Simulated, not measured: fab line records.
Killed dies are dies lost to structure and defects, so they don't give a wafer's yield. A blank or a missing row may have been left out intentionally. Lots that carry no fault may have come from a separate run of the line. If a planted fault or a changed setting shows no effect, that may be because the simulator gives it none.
Code-filled problem report in 8D (eight disciplines) form :: flow berkeley-cmos170 :: the parts of the form that need people (team, actions taken, sign-off) are left out

## 1. THE ISSUE
M3_AL_RS at UCB170_M3_RS_MEAS_02 reads a mean of 0.030 ohm/sq on 1 wafer of 1 lot; wafers without a fault read 0.032 ohm/sq with a standard deviation of 0.00029. That is -8.4 standard deviations from the usual mean.
The step: measures by four-point-probe.
First seen on wafer L817.4, day 11 08:29, on film-metro-04. Wafers with a number at this step in the record: 39, from 13 lots. The rule behind "out" and "out of limits": a value lying over 4 standard deviations away from the usual mean. The other wafers with a number count as sound.

## 2. WHAT THIS IS AND IS NOT
question: which readings at this step
is: M3_AL_RS
is not: -

question: which lots
is: L817
is not: L798, L800, L802, L803, L804, L805, L807, L808, L809, L810, L812, L813

question: which wafers of those lots
is: L817.4
is not: L817.1, L817.2

question: read on which gauges
is: film-metro-04
is not: film-metro-01, film-metro-02

question: when
is: from day 11 08:29
is not: up to then (38 sound wafers)

## 3. SUSPECTS, AND WHAT RULES EACH OUT
Counting: if a tool at a process step up to the reading ran every lot that is out, it stays a suspect. Sound lots after the first of them don't rule it out here, since some wafers of a struck lot are sound.
- the gauge at UCB170_M3_RS_MEAS_02: kept. All the wafers that are out were read on film-metro-04, and no step on other tools shows them out.
- pvd-sputter-04 at UCB170_M3_SPUTTER_01 (material Al, target thk 900 nm, time 120 s): kept. It processed L817, the lot that is out, at day 11 08:24, and its most recent sound lot before then was L813 at day 10 23:16.
After counting, pvd-sputter-04 at UCB170_M3_SPUTTER_01 and film-metro-04 at UCB170_M3_RS_MEAS_02 remain.

## 4. THE CAUSE (what the simulator had put in)
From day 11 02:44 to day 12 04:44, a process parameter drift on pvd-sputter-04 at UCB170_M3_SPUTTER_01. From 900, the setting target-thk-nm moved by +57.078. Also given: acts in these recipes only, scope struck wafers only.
Counting leaves 2 suspects; this tool is one of them.

## 5. THE CHAIN OF EFFECTS, in route order
Rows list readings where the struck wafers' mean (over those with a number) sits beyond 3 standard deviations from the usual. Only readings for which the record gives a usual standard deviation are gone through. hours: the time from each lot's start at the first step in this table that gives one to its start at this step, as a median over the lots. sigmas: the change in usual standard deviations.
hours: 0
step: UCB170_M3_RS_MEAS_02
reading: M3_AL_RS
usual: 0.032 ohm/sq
on struck wafers: 0.030
change: -0.002
sigmas: -8.4

hours: 6
step: UCB170_M3_THK_MEAS_03
reading: M3_AL_THK
usual: 892 nm
on struck wafers: 973
change: +81
sigmas: +7.4

## 6. HOW IT WOULD HAVE BEEN CAUGHT EARLIER
The first out-of-limits reading at a measuring or inspecting step in this record came at day 11 08:29, 6 hours after the fault's start at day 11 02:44.
Tool readings at UCB170_M3_SPUTTER_01 with a usual standard deviation given in the record: none out on any struck wafer, hence no alarm at a limit of 4 standard deviations on them.
By day 11 08:29 the whole set of lots that are out, 1 in number, had already begun UCB170_M3_SPUTTER_01 on pvd-sputter-04. Had the tool been put on hold then, not one of them would have been saved.
